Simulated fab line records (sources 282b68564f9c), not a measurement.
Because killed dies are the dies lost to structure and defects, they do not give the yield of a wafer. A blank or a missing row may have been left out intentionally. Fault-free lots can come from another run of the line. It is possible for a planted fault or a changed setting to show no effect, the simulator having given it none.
A single fault, viewed from 2 desks -- flow rit-cmos -- each desk has only its own numbers; what lay behind them comes last

FOR THE TOOL OWNER'S DESK: lpcvd-02
The tool's own readings at RIT_SPACER_CVD_03 (deposits Si3N4 from SiH2Cl2/NH3, target thk 250 nm, time 3300 s): means of the sampled wafers that have a number, for each lot that ran on this tool. The brackets show how far a lot's mean lies from the usual mean; more than 4 standard deviations puts the lot out of limits, marked OUT.
Columns: A = spike-tc-load-C at RIT_SPACER_CVD_03, usual 834 C; B = susceptor-temp-C at RIT_SPACER_CVD_03, usual 809.9 C; C = zone-power-source-pct at RIT_SPACER_CVD_03, usual 22.0 %
lot,first seen here,A,B,C
L900,day 3 06:47,830,809.9,21.8
L904,day 4 05:05,830,809.8,21.7
L906,day 4 11:30,836,810.2,23.5
L907,day 4 19:07,830,809.6,22.0
L909,day 5 00:43,829,810.0,21.7
L914,day 5 20:22,830,810.3,21.6
Result from this desk: across the 6 lots, nothing is out of limits.

THE METROLOGY DESK
Means of the sampled wafers that have a number, per lot and without regard to the tool the lot ran on: this is what the gauges read. The brackets show how far a lot's mean lies from the usual mean; more than 4 standard deviations puts the lot out of limits, marked OUT.
Columns: A = SPACER_NITRIDE_THK at RIT_SPACER_THK_MEAS_04, usual 248.2 nm; B = M1_BOW at RIT_M1_BOW_MEAS_16, usual 16 um
lot,first seen here,A,B
L900,day 3 08:42,247.5,16
L901,day 3 13:19,249.2,17
L902,day 3 18:34,248.3,20
L903,day 4 00:20,249.0,17
L904,day 4 07:01,247.0,9
L905,day 4 09:38,248.0,16
L906,day 4 13:25,247.5,14
L907,day 4 21:04,246.6,16
L908,day 4 22:01,249.1,19
L909,day 5 02:38,81.0 (-84) OUT,-4
L910,day 5 06:28,248.4,22
L914,day 5 22:17,83.5 (-82) OUT,-6
L917,day 6 17:18,248.2,13
L918,day 6 22:11,248.8,19
This desk's result: L909, L914 out of limits, first on L909 (SPACER_NITRIDE_THK at RIT_SPACER_THK_MEAS_04), day 5 02:38. L900, L901, L902, L903, L904, L905, L906, L907, L908, L910, L917, L918: within limits.

TAKEN TOGETHER
Metrology desk: alarm possible at day 5 02:38 on L909, L914.
The desk of the tool owner found nothing out of limits.
Tool owner's desk: L909, L914 on record, inside its limits.
The lots listed all ran RIT_SPACER_CVD_03 on lpcvd-02.

WHAT WAS PUT IN BY THE SIMULATOR
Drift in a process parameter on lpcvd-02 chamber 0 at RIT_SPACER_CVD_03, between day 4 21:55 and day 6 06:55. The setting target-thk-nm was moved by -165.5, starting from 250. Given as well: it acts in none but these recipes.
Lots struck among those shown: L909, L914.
Delay in hours, fault start to first out-of-limits reading, per desk: metrology desk 5.
